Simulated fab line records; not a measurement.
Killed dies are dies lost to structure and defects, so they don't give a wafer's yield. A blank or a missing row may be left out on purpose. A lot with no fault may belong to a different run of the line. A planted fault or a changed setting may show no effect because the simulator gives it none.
Comparing a struck lot with a sound one || flow berkeleyCmos170 || 16 steps out of a route of 331
Sound: wafers L335.1, L335.3, L335.5. Struck: wafers L325.4, L325.5, L325.6. Last of all comes the cause.
At each step with rows: each side's tool, then ch and its chambers, then its first start. Under that, the readings that differ: sound wafers || struck wafers || difference of the means || sigmas: that difference in standard deviations of wafers without a fault.
alike: a reading whose means differ by less than 2 such deviations, as well as words and numbers matching on both sides. not compared: withheld readings; readings where some wafer has no value; bounds like >300 that might hide an equal value; numbers whose values overlap and for which the record gives no deviation.
The two part at a step that has a row with sigmas, a row that says differs or no value, or rows on one side only. Numbers that don't overlap but have no deviation are shown without sigmas and don't part them. A reading missing from all wafers of one side parts the sides only when that side holds two or more wafers.

first, 3 steps without rows for these wafers: UCB170_PWELL_EXPOSE_10 (exposes mask PWELL, target cd 3000 nm); UCB170_PWELL_PEB_11; UCB170_PWELL_DEVELOP_12 (develop time 45 s).
UCB170_PWELL_OVL_MEAS_13:
  sound on overlay-01 at day 6 06:37; struck on overlay-02 at day 4 10:47
{"reading": "PWELL_OVL (nm)", "sound": "-6 -11 -11", "struck": "1 8 3", "difference": "+13", "sigmas": "+2"}
UCB170_PWELL_ETCH_14: etches Si3N4 in CH3F/Ar/O2, stops on SiO2, target depth 242 nm, time 151 s.
  sound on rieDiel-02 ch 1,2,3, day 6 06:38; struck on rieDiel-02 ch 1,2, day 4 10:49
  alike: drypumpMotorCurrentA, oesProductAu, throttleValvePct
  not compared: rfHoursCounterH
next, for these wafers, 1 step has no rows: UCB170_PWELL_IMPLANT_15.
UCB170_PWELL_STRIP_16: strips in O2.
  sound on plasmaAsher-01 ch 0, day 6 06:53; struck on plasmaAsher-04 ch 0,1, day 4 11:05
  alike: drypumpMotorCurrentA, oesProductAu, stripTimeToEndpointS
  not compared: rfHoursCounterH
UCB170_PWELL_TW_MEAS_17:
  sound on filmMetro-02 at day 6 07:03; struck on filmMetro-03 at day 4 11:11
  alike: PWELL_TW
then, 4 steps without rows for these wafers: UCB170_PWELL_CLEAN_18 (cleans in SPM, time 600 s); UCB170_PWELL_WET_ETCH_19 (etches Si3N4 in H3PO4, time 14400 s); UCB170_PWELL_WET_ETCH_20 (etches SiO2 in BOE, time 22 s); UCB170_WELLDRIVE_CLEAN_00 (cleans in SPM, time 600 s).
UCB170_WELLDRIVE_OXIDATION_01: target thk 199 nm, ox time 9000 s.
  sound on furnace-03 ch 0, day 6 13:26; struck on furnace-03 ch 0, day 5 00:53
  alike: oxTempC, spikeTcCentreC, spikeTcLoadC
UCB170_WELLDRIVE_THK_MEAS_02:
  sound on filmMetro-04 at day 6 16:56; struck on filmMetro-02 at day 5 04:25
{"reading": "WELLDRIVE_OXIDE_THK (nm)", "sound": "198 199 196", "struck": "302 302 303", "difference": "+105", "sigmas": "+30"}
then, 1 step without rows for these wafers: UCB170_WELLDRIVE_ANNEAL_03 (time 900 s).
-- the record jumps here: 4 days lie between the struck wafers' starts before and after (it left off in module WELLDRIVE and takes up again in module M3, whose first step shown is number 331 of the route) --
UCB170_M3_PROBE_99:
  record: rows for the struck wafers here (prober-02, day 9 03:27), none for the sound ones

WHERE THEY PART
At UCB170_PWELL_OVL_MEAS_13 first; at UCB170_M3_PROBE_99 last (within this record only).

WHY: the cause the simulator had injected
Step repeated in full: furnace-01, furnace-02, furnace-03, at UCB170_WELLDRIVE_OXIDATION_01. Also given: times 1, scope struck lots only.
